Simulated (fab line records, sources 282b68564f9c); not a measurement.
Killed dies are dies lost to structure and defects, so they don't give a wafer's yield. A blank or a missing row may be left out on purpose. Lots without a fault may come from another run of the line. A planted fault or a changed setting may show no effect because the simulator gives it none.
fab line records | flow rit_cmos
record lots=14 wafers=42 last_day=7
route steps=202 shown ACTIVE@4
lots that met no fault: from a run of the same line without faults
start_h: hours from the record's first day to the start of the lot's first wafer shown | wait_h: hours since the lot's step before | " the same as in the row above | L1.1+2: a row that stands for several wafers | - no value, or no start given | * or withheld: withheld | < > ~ a bound
route shown NAME@n: a module of which the file shows steps, and the number in the route of the first | usual: mean/standard deviation of fault-free wafers | same: alike in all rows | chamber/n: place in a boat | sites: the reading at each site | _std_site: their standard deviation | _edge_site: outer sites' mean less inner sites' | radius_mm: how far each site lies from the wafer's centre | mask NAME#n: copy n | behind: the tool/chamber that last shaped the wafer | hold: why the lot was held/for how many hours/how that ended | device: the transistor (n, p or np) that didn't switch | end of line: the same wafers' tests at the end of the route | a step without rows: its recipe alone | killed: dies lost to structure and defects at the first sort, not the wafer's yield | map: a wafer's dies, x killed, . not, _ none there
set.NAME: the setting as run; set.NAME@STEP: as run at that earlier step | model.NAME: the simulator's own value behind a step, which no gauge read
steps of the route over a sample of lots; a table a step, a row a wafer
services: from which hour (start_h, from the record's first day; less than 0 if before it) a tool's chamber was out of use, for how many hours, and why
## steps
# step RIT_ACTIVE_CVD_03
# recipe material=Si3N4 target_thk_nm=150 temp_c=810 precursor=SiH2Cl2/NH3 time_s=1500 pressure_mtorr=300 sih2cl2_flow_sccm=60 nh3_flow_sccm=150
# usual sih2cl2_flow_sccm=59.99/0.15
# columns lot.wafer tool chamber start_h wait_h sih2cl2_flow_sccm
L414.4 lpcvd-01 0 12.29 0.0 59.94
L414.5 " 0 " " 60.08
L414.6 " 0 " " 60.08
L415.4 lpcvd-01 0 17.26 0.0 60.02
L415.5 " 0 " " 59.69
L415.6 " 0 " " 59.83
L416.3 lpcvd-01 1 22.11 0.0 59.56
L416.5 " 1 " " 60.17
L416.6 " 1 " " 60.06
L417.2 lpcvd-01 1 27.11 0.0 60.14
L417.4 " 1 " " 59.81
L417.5 " 1 " " 59.91
L418.1 lpcvd-02 1 32.11 0.1 59.89
L418.2 " 1 " " 60.08
L418.4 " 1 " " 59.71
L419.1 lpcvd-01 0 38.52 0.4 59.93
L419.2 " 0 " " 59.78
L419.4 " 0 " " 59.98
L421.3 lpcvd-01 1 48.83 0.2 60.01
L421.5 " 1 " " 59.74
L421.6 " 1 " " 60.00
L424.2 lpcvd-01 1 63.40 0.0 60.08
L424.3 " 1 " " 60.16
L424.4 " 1 " " 60.21
L429.1 lpcvd-02 0 87.91 0.1 60.01
L429.2 " 0 " " 60.15
L429.5 " 0 " " 60.07
L430.3 lpcvd-02 0 93.47 0.0 59.89
L430.5 " 0 " " 60.10
L430.6 " 0 " " 60.06
L431.2 lpcvd-02 1 97.90 0.0 59.68
L431.5 " 1 " " 59.90
L431.6 " 1 " " 59.72
L435.2 lpcvd-01 0 117.98 0.4 59.99
L435.5 " 0 " " 60.22
L435.6 " 0 " " 59.92
L436.1 lpcvd-02 1 122.44 0.1 60.10
L436.3 " 1 " " 60.18
L436.6 " 1 " " 59.98
L437.2 lpcvd-01 0 127.68 0.0 60.06
L437.5 " 0 " " 60.01
L437.6 " 0 " " 60.11
# step RIT_ACTIVE_THK_MEAS_04
# recipe reads=Si3N4_of_ACTIVE_CVD_03
# usual ACTIVE_NITRIDE_THK=149.9/1.5
# columns lot.wafer tool chamber start_h wait_h ACTIVE_NITRIDE_THK[nm]
L414.4 film_metro-03 - 13.73 0.0 150.2
L414.5 " - " " 149.3
L414.6 " - " " 149.3
L415.4 film_metro-01 - 18.70 0.0 150.2
L415.5 " - " " 150.5
L415.6 " - " " 149.1
L416.3 film_metro-01 - 23.55 0.0 151.7
L416.5 " - " " 152.8
L416.6 " - " " 153.7
L417.2 film_metro-01 - 28.54 0.0 148.1
L417.4 " - " " 148.7
L417.5 " - " " 148.8
L418.1 film_metro-03 - 33.53 0.0 151.5
L418.2 " - " " 150.8
L418.4 " - " " 150.5
L419.1 film_metro-01 - 40.65 0.0 151.0
L419.2 " - " " 149.4
L419.4 " - " " 149.7
L421.3 film_metro-01 - 50.27 0.3 40.4
L421.5 " - " " 41.3
L421.6 " - " " 41.0
L424.2 film_metro-02 - 64.83 0.3 39.0
L424.3 " - " " 39.3
L424.4 " - " " 39.0
L429.1 film_metro-01 - 90.04 0.0 150.8
L429.2 " - " " 150.5
L429.5 " - " " 150.6
L430.3 film_metro-03 - 95.61 0.0 151.1
L430.5 " - " " 152.1
L430.6 " - " " 150.8
L431.2 film_metro-03 - 100.03 0.0 149.7
L431.5 " - " " 148.9
L431.6 " - " " 149.3
L435.2 film_metro-03 - 119.41 0.0 148.2
L435.5 " - " " 147.5
L435.6 " - " " 147.8
L436.1 film_metro-01 - 124.56 0.0 149.5
L436.3 " - " " 150.5
L436.6 " - " " 151.6
L437.2 film_metro-03 - 129.82 0.0 147.6
L437.5 " - " " 147.6
L437.6 " - " " 147.9
# step RIT_ACTIVE_ETCH_13
# recipe stop_on=SiO2 chemistry=SF6 target=Si3N4 time_s=210 over_etch_frac=0.4 SF6_flow_sccm=200 pressure_mtorr=260 rf_w=125 target_depth_a=2100
# usual drypump_motor_current_A=5.6/0.55 oes_product_au=0.823/0.014 throttle_valve_pct=7.46/0.11
# columns lot.wafer tool chamber start_h wait_h drypump_motor_current_A oes_product_au rf_hours_counter_h throttle_valve_pct
L414.4 rie_diel-04 3 14.95 0.1 5.9 0.837 - 7.50
L414.5 " 0 " " 5.7 0.801 - 7.51
L414.6 " 1 " " 4.7 0.828 - 7.38
L415.4 rie_diel-01 2 19.86 0.1 5.3 0.839 131 7.27
L415.5 " 3 " " 5.3 0.798 - 7.66
L415.6 " 2 " " 5.3 0.834 - 7.30
L416.3 rie_diel-01 2 25.02 0.1 5.3 0.846 131 7.27
L416.5 " 0 " " 6.3 0.842 - 7.45
L416.6 " 3 " " 5.3 0.825 - 7.65
L417.2 rie_diel-02 2 29.83 0.1 5.0 0.816 97 7.33
L417.4 " 0 " " 5.2 0.830 51 7.35
L417.5 " 3 " " 5.9 0.840 - 7.61
L418.1 rie_diel-04 0 34.71 0.1 5.7 0.812 39 7.52
L418.2 " 1 " " 4.8 0.824 133 7.37
L418.4 " 2 " " 6.5 0.818 0 7.45
L419.1 rie_diel-01 2 41.95 0.1 5.3 0.837 131 7.26
L419.2 " 0 " " 6.4 0.842 85 7.42
L419.4 " 3 " " 5.3 0.815 - 7.64
L421.3 rie_diel-04 3 51.55 0.1 5.9 0.508 35 7.48
L421.5 " 1 " " 4.8 0.503 - 7.37
L421.6 " 0 " " 5.7 0.493 - 7.49
L424.2 rie_diel-04 1 66.00 0.1 4.8 0.494 133 7.34
L424.3 " 0 " " 5.7 0.480 40 7.50
L424.4 " 2 " " 6.5 0.483 1 7.43
L429.1 rie_diel-04 3 91.34 0.1 5.9 0.828 36 7.51
L429.2 " 1 " " 4.8 0.823 134 7.38
L429.5 " 3 " " 5.9 0.831 - 7.50
L430.3 rie_diel-01 0 96.90 0.1 6.3 0.843 86 7.43
L430.5 " 0 " " 6.4 0.848 - 7.43
L430.6 " 3 " " 5.3 0.806 - 7.65
L431.2 rie_diel-01 2 101.20 0.1 5.3 0.826 132 7.26
L431.5 " 1 " " 6.6 0.816 - 7.52
L431.6 " 2 " " 5.3 0.835 - 7.27
L435.2 rie_diel-01 1 120.70 0.1 6.6 0.810 5 7.55
L435.5 " 2 " " 5.3 0.822 - 7.28
L435.6 " 3 " " 5.3 0.794 - 7.64
L436.1 rie_diel-04 3 125.87 0.1 5.9 0.828 37 7.51
L436.3 " 1 " " 4.8 0.830 135 7.37
L436.6 " 0 " " 5.7 0.813 - 7.50
L437.2 rie_diel-04 0 131.01 0.1 5.7 0.799 41 7.50
L437.5 " 2 " " 6.5 0.807 - 7.43
L437.6 " 3 " " 5.9 0.818 - 7.50
## services
# columns tool chamber start_h hours kind
rie_diel-04 - -8.84 17.2 repair
lpcvd-02 - -5.99 2.8 pm
rie_diel-02 3 -0.68 2.8 repair
rie_diel-04 2 8.36 - clean
rie_diel-04 2 8.36 23.7 scheduled_down
rie_diel-04 2 8.36 23.7 vent_cycle
rie_diel-01 - 33.88 0.5 repair
lpcvd-02 - 35.00 14.6 pm
rie_diel-01 1 35.75 48.8 repair
rie_diel-04 1 54.60 8.1 repair
rie_diel-02 3 60.54 7.6 repair
rie_diel-04 2 71.74 8.0 repair
rie_diel-04 2 81.53 3.8 repair
rie_diel-04 2 94.22 3.2 repair
rie_diel-01 2 123.10 3.8 repair
## key
first_sign step=RIT_ACTIVE_THK_MEAS_04 reading=ACTIVE_NITRIDE_THK direction=down sigmas=72 usual=149.9 struck=40.0
effect step=RIT_ACTIVE_ETCH_13 reading=oes_product_au direction=down sigmas=23 usual=0.823 struck=0.493
met_at RIT_ACTIVE_CVD_03
struck_lots L421,L424
later_rows_left_out L421.3,L421.5,L424.2,L424.4
sort_left_out L421.3,L421.5,L421.6,L424.2,L424.3,L424.4
tester_left_out L421,L424
onset_between 38.52 48.83
fault kind=process_parameter_drift tool=lpcvd-01 chamber=- onset_h=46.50 steps=RIT_ACTIVE_CVD_03 channel=time_s offset=* shape=step end_h=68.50 acts_in=* stated=*
# tester_left_out: of these lots the tester's yield and bins aren't shown, on N5 and GAA mostly nor the transistor test; their killed dies are dies lost to structure and defects alone, not to doping, threshold or leakage, so they don't give the yield
# sort_left_out: the simulated sort isn't trusted on such a fault, so these wafers' sort isn't shown, and their yield isn't known
# later_rows_left_out: the simulator's readings of these wafers behind a module that went badly wrong aren't trusted and aren't shown, but for the sort
